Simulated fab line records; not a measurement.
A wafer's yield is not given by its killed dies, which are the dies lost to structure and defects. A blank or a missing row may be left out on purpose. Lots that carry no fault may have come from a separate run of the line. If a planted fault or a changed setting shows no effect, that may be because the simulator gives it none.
A struck lot beside a sound one	flow berkeleyCmos170	38 steps out of a route of 331
Sound: these wafers, L181.1, L181.3, L181.6. Wafers struck: L191.1, L191.2, L191.3. The cause is given at the end.
Per side, at each step with rows, come the tool, then ch with its chambers, and then its first start. Under that, the readings that differ: sound wafers	struck wafers	difference of the means	sigmas: that difference in standard deviations of wafers without a fault.
alike: words and numbers the same on both sides, and readings whose means are apart by under 2 such deviations; not compared: readings that were withheld, readings missing a value for some wafer, numbers with overlapping values and no deviation given by the record, and bounds like >300 which may hide the same value.
The two part at a step that has a row with sigmas, a row that says differs or no value, or rows on one side only. When numbers do not overlap yet have no deviation, they are printed without sigmas and do not part them. Lack of a reading on every wafer of one side parts them only where that side has two or more wafers.

UCB170_SPACER_CVD_00: deposits SiO2 from TEOS/O2, target thk 376 nm, time 47 s.
  sound on pecvd-03 ch 1,2, day 8 18:38; struck on pecvd-04 ch 0,1,2, day 10 20:54
  alike: heaterPowerW, pressureMtorr, susceptorTempC
UCB170_SPACER_THK_MEAS_01:
  struck on filmMetro-03, day 10 20:56; sound on filmMetro-03, day 8 18:40
  alike: SPACER_TEOS_THK
then, 1 step without rows for these wafers: UCB170_SPACER_ANNEAL_02 (time 1800 s).
UCB170_SPACER_ETCHBACK_03: etches SiO2 in CHF3/CF4/Ar, stops on Si, target depth 376 nm, time 100 s.
  sound on rieDiel-01 ch 0,3, day 9 03:53; struck on rieDiel-02 ch 1,2,3, day 11 05:06
  alike: drypumpMotorCurrentA, oesProductAu, throttleValvePct
  not compared: rfHoursCounterH
then, 6 steps without rows for these wafers: UCB170_PSD_HMDS_00 (prime time 60 s); UCB170_PSD_COAT_01 (resist thk 900 nm); UCB170_PSD_SOFTBAKE_02 (time 60 s); UCB170_PSD_EXPOSE_03 (exposes mask PSELECT MOD, target cd 1200 nm); UCB170_PSD_PEB_04; UCB170_PSD_DEVELOP_05 (develop time 45 s).
UCB170_PSD_CD_MEAS_06: target cd 1200 nm.
  struck on cdSem-01, day 11 06:25; sound on cdSem-02, day 9 05:15
  alike: cdNm
UCB170_PSD_OVL_MEAS_07:
  struck on overlay-01, day 11 06:32; sound on overlay-01, day 9 05:22
  alike: PSD_OVL
UCB170_PSD_IMPLANT_08:
  sound on implanter-02 ch 0, day 9 05:25; struck on implanter-02 ch 0, day 11 06:55
  alike: beamOnS
UCB170_PSD_STRIP_09: strips in O2.
  sound on plasmaAsher-03 ch 1, day 9 05:34; struck on plasmaAsher-04 ch 0,1, day 11 07:04
reading	sound	struck	difference	sigmas
oesProductAu (a.u.)	0.608 0.610 0.606	0.522 0.526 0.525	-0.084	-18
stripTimeToEndpointS (s)	29.44 29.53 29.50	37.59 37.43 37.58	+8.04	+98
  alike: drypumpMotorCurrentA
  not compared: rfHoursCounterH
UCB170_PSD_TW_MEAS_10:
  struck on filmMetro-03, day 11 07:10; sound on filmMetro-01, day 9 05:40
reading	sound	struck	difference	sigmas
PSD_TW	2342 2332 2340	2885 2889 2874	+545	+54
then, 7 steps without rows for these wafers: UCB170_PSD_CLEAN_11 (cleans in SPM, time 600 s); UCB170_NSD_HMDS_00 (prime time 60 s); UCB170_NSD_COAT_01 (resist thk 900 nm); UCB170_NSD_SOFTBAKE_02 (time 60 s); UCB170_NSD_EXPOSE_03 (exposes mask NSELECT MOD, target cd 1200 nm); UCB170_NSD_PEB_04; UCB170_NSD_DEVELOP_05 (develop time 45 s).
UCB170_NSD_CD_MEAS_06: target cd 1200 nm.
  struck on cdSem-01, day 11 12:05; sound on cdSem-01, day 9 06:44
  alike: cdNm
UCB170_NSD_OVL_MEAS_07:
  struck on overlay-02, day 11 12:13; sound on overlay-01, day 9 06:52
  alike: NSD_OVL
following that, these wafers have no rows for 1 step: UCB170_NSD_IMPLANT_08.
UCB170_NSD_STRIP_09: strips in O2.
  sound on plasmaAsher-01 ch 0,1, day 9 07:02; struck on plasmaAsher-03 ch 0,1, day 11 12:23
  alike: drypumpMotorCurrentA, oesProductAu, stripTimeToEndpointS
  not compared: rfHoursCounterH
UCB170_NSD_TW_MEAS_10:
  struck on filmMetro-04, day 11 12:29; sound on filmMetro-03, day 9 07:08
  alike: NSD_TW
then, 6 steps without rows for these wafers: UCB170_NSD_CLEAN_11 (cleans in SPM, time 600 s); UCB170_BACKSIDE_HMDS_00 (prime time 60 s); UCB170_BACKSIDE_COAT_01 (resist thk 900 nm); UCB170_BACKSIDE_SOFTBAKE_02 (time 60 s); UCB170_BACKSIDE_STRIP_03 (strips in O2); UCB170_BACKSIDE_CLEAN_04 (cleans in SPM, time 600 s).
UCB170_SDANNEAL_RTA_00: time 10 s.
  sound on rtpAnneal-01 ch 0, day 9 08:06; struck on rtpAnneal-02 ch 0, day 11 14:38
  alike: lampPowerPct, wafer_temp_C_max
UCB170_SDANNEAL_RTA_01: time 5 s.
  sound on rtpAnneal-01 ch 0, day 9 08:10; struck on rtpAnneal-02 ch 0, day 11 14:42
reading	sound	struck	difference	sigmas
wafer_temp_C_max	1051.9 1052.2 1051.6	1054.8 1054.3 1054.0	+2.5	+2
  alike: lampPowerPct
UCB170_SDANNEAL_RS_MEAS_02: uses a four-point probe to measure.
  struck on filmMetro-04, day 11 14:46; sound on filmMetro-03, day 9 08:14
reading	sound	struck	difference	sigmas
PSD_RS (ohm/sq)	75.40 75.57 75.20	53.46 53.47 53.54	-21.90	-78
UCB170_SDANNEAL_RS_MEAS_03: uses a four-point probe to measure.
  struck on filmMetro-04, day 11 14:53; sound on filmMetro-03, day 9 08:21
reading	sound	struck	difference	sigmas
NSD_RS (ohm/sq)	37.12 37.03 36.96	36.84 36.83 36.77	-0.22	-2
following that, these wafers have no rows for 1 step: UCB170_M3_PROBE_99.

== WHERE THEY PART ==
At UCB170_PSD_STRIP_09 first; at UCB170_SDANNEAL_RS_MEAS_03 last (within this record only).

WHY: what had been put in by the simulator
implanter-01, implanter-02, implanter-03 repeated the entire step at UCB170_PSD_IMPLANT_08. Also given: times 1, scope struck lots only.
